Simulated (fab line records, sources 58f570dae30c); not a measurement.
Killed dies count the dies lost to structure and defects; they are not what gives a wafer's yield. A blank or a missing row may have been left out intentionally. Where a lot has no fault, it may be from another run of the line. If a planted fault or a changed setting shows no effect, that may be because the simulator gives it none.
Struck lot and sound lot, side by side	flow berkeleyCmos170	18 steps out of a route of 331
Sound: wafers L103.2, L103.3, L103.4. Struck: wafers L110.2, L110.4, L110.5. The cause comes at the end.
Per side, at each step with rows, come the tool, then ch with its chambers, and then its first start. Under that, the readings that differ: sound wafers	struck wafers	difference of the means	sigmas: that difference in standard deviations of wafers without a fault.
alike: readings whose means differ by less than 2 such deviations, and words and numbers that are the same on both sides. not compared: withheld readings, readings that some wafer has no value for, bounds like >300 that may hide the same value, and numbers for which the record gives no deviation and whose values overlap.
The two part at a step that has a row with sigmas, a row that says differs or no value, or rows on one side only. Numbers that don't overlap but have no deviation are shown without sigmas and don't part them. A reading missing from all wafers of one side parts the sides only when that side holds two or more wafers.

first, 2 steps without rows for these wafers: UCB170_NLDD_IMPLANT_08; UCB170_NLDD_IMPLANT_09.
UCB170_NLDD_STRIP_10: strips in O2.
  sound on plasmaAsher-03 ch 0,1, day 7 08:41; struck on plasmaAsher-02 ch 0,1, day 8 23:47
reading	sound	struck	difference	sigmas
stripTimeToEndpointS (s)	21.60 21.53 21.64	21.74 21.67 21.78	+0.14	+2
  alike: drypumpMotorCurrentA, oesProductAu
  not compared: rfHoursCounterH
UCB170_NLDD_TW_MEAS_11:
  struck on filmMetro-01, day 8 23:54; sound on filmMetro-01, day 7 08:47
  alike: NLDD_TW
then, 1 step without rows for these wafers: UCB170_NLDD_CLEAN_12 (cleans in SPM, time 600 s).
UCB170_SPACER_CVD_00: deposits SiO2 from TEOS/O2, target thk 376 nm, time 47 s.
  sound on pecvd-03 ch 0,1,2, day 7 09:01; struck on pecvd-02 ch 0,2, day 9 00:09
  alike: heaterPowerW, pressureMtorr, susceptorTempC
UCB170_SPACER_THK_MEAS_01:
  struck on filmMetro-03, day 9 00:13; sound on filmMetro-01, day 7 09:04
  alike: SPACER_TEOS_THK
then, 1 step without rows for these wafers: UCB170_SPACER_ANNEAL_02 (time 1800 s).
UCB170_SPACER_ETCHBACK_03: etches SiO2 in CHF3/CF4/Ar, stops on Si, target depth 376 nm, time 100 s.
  sound on rieDiel-01 ch 1,2,3, day 7 11:38; struck on rieDiel-03 ch 1,2, day 9 06:38
  alike: drypumpMotorCurrentA, oesProductAu, throttleValvePct
  not compared: rfHoursCounterH
then, 3 steps without rows for these wafers: UCB170_PSD_HMDS_00 (prime time 60 s); UCB170_PSD_COAT_01 (resist thk 900 nm); UCB170_PSD_SOFTBAKE_02 (time 60 s).
UCB170_PSD_EXPOSE_03: exposes mask PSELECT MOD, target cd 1200 nm.
  sound on krfScanner-02 ch 0, day 7 12:23; struck on krfScanner-01 ch 0, day 9 07:32
reading	sound	struck	difference	sigmas
model.PSD.overlayXNm (nm)	-1.689 -1.689 -1.689	-156.7 -156.7 -156.7	-155.0	
  alike: mask
then, 2 steps without rows for these wafers: UCB170_PSD_PEB_04; UCB170_PSD_DEVELOP_05 (develop time 45 s).
UCB170_PSD_CD_MEAS_06: target cd 1200 nm.
  struck on cdSem-01, day 9 08:04; sound on cdSem-01, day 7 12:47
  alike: cdNm
UCB170_PSD_OVL_MEAS_07:
  struck on overlay-01, day 9 08:22; sound on overlay-02, day 7 12:53
reading	sound	struck	difference	sigmas
PSD_OVL (nm)	-1 4 0	-156 -164 -147	-157	-28
  not compared: hold
UCB170_M3_PROBE_99:
  only the struck wafers here have rows in the record (prober-01, day 10 18:38); the sound ones have none

== WHERE THEY PART ==
Last at UCB170_M3_PROBE_99 as far as this record goes, first at UCB170_NLDD_STRIP_10.

WHY: what had been put in by the simulator
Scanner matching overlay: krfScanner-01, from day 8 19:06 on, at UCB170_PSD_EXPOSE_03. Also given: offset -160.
